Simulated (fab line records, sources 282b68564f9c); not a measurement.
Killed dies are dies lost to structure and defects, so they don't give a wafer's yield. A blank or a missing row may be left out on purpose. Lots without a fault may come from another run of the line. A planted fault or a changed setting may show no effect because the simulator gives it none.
Split-lot experiment | flow rit_cmos | 5 lots, 23 wafers read, on a route of 202 steps

THE SPLIT
At RIT_GATE_OXIDATION_05 (target thk 3 nm, ox time 270 s), the setting ox_time_s was moved away from the recipe's 270 s on 10 of the 23 wafers read, by -8.8% to -4.0%. The other wafers ran this setting at the recipe's value.

The reading is taken at the split's own step.

THE READING
SiO2_of_GATE_OXIDATION_05.thk_nm (the simulator's own value, which no gauge read), in nm, at RIT_GATE_OXIDATION_05 (target thk 3 nm, ox time 270 s). The file gives no usual value for it. The 13 wafers here that ran the recipe average 3.017 nm, standard deviation 0.027 nm.

wafer  | tool, chamber at the split | ox_time_s as run, s | against the recipe | SiO2_of_GATE_OXIDATION_05.thk_nm, nm | against lot-mates on the recipe
L075.1 | furnace-04, 0              | 270                 | recipe             | 3.019                                | -
L075.3 | furnace-04, 0              | 270                 | recipe             | 2.977                                | -
L075.5 | furnace-04, 0              | 270                 | recipe             | 2.992                                | -
L076.2 | -, -                       | 259.1               | -4.0%              | 2.969                                | no lot-mate on the recipe
L076.3 | -, -                       | 259.1               | -4.0%              | 2.967                                | no lot-mate on the recipe
L076.4 | -, -                       | 259.1               | -4.0%              | 2.919                                | no lot-mate on the recipe
L076.5 | -, -                       | 259.1               | -4.0%              | 2.916                                | no lot-mate on the recipe
L076.6 | -, -                       | 259.1               | -4.0%              | 2.923                                | no lot-mate on the recipe
L079.1 | -, -                       | 246.2               | -8.8%              | 2.733                                | no lot-mate on the recipe
L079.2 | -, -                       | 246.2               | -8.8%              | 2.759                                | no lot-mate on the recipe
L079.4 | -, -                       | 246.2               | -8.8%              | 2.723                                | no lot-mate on the recipe
L079.5 | -, -                       | 246.2               | -8.8%              | 2.762                                | no lot-mate on the recipe
L079.6 | -, -                       | 246.2               | -8.8%              | 2.729                                | no lot-mate on the recipe
L083.1 | -, -                       | 270                 | recipe             | 3.037                                | -
L083.5 | -, -                       | 270                 | recipe             | 3.037                                | -
L083.2 | -, -                       | 270                 | recipe             | 3.051                                | -
L083.3 | -, -                       | 270                 | recipe             | 3.044                                | -
L083.4 | -, -                       | 270                 | recipe             | 3.048                                | -
L085.1 | -, -                       | 270                 | recipe             | 3.03                                 | -
L085.2 | -, -                       | 270                 | recipe             | 3.021                                | -
L085.4 | -, -                       | 270                 | recipe             | 2.988                                | -
L085.5 | -, -                       | 270                 | recipe             | 2.97                                 | -
L085.6 | -, -                       | 270                 | recipe             | 3.011                                | -

THE FIT
A straight line over all 23 wafers: SiO2_of_GATE_OXIDATION_05.thk_nm changes by +0.0303 nm for each +1% of ox_time_s; r = +0.96; the points scatter about the line by 0.032 nm.
Too few moved wafers have a lot-mate on the recipe to fit a line with each lot's own level taken away.

THE FILE'S OWN FIT
SiO2_of_GATE_OXIDATION_05.thk_nm changes by +0.0303 nm for each +1% of ox_time_s, r = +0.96.
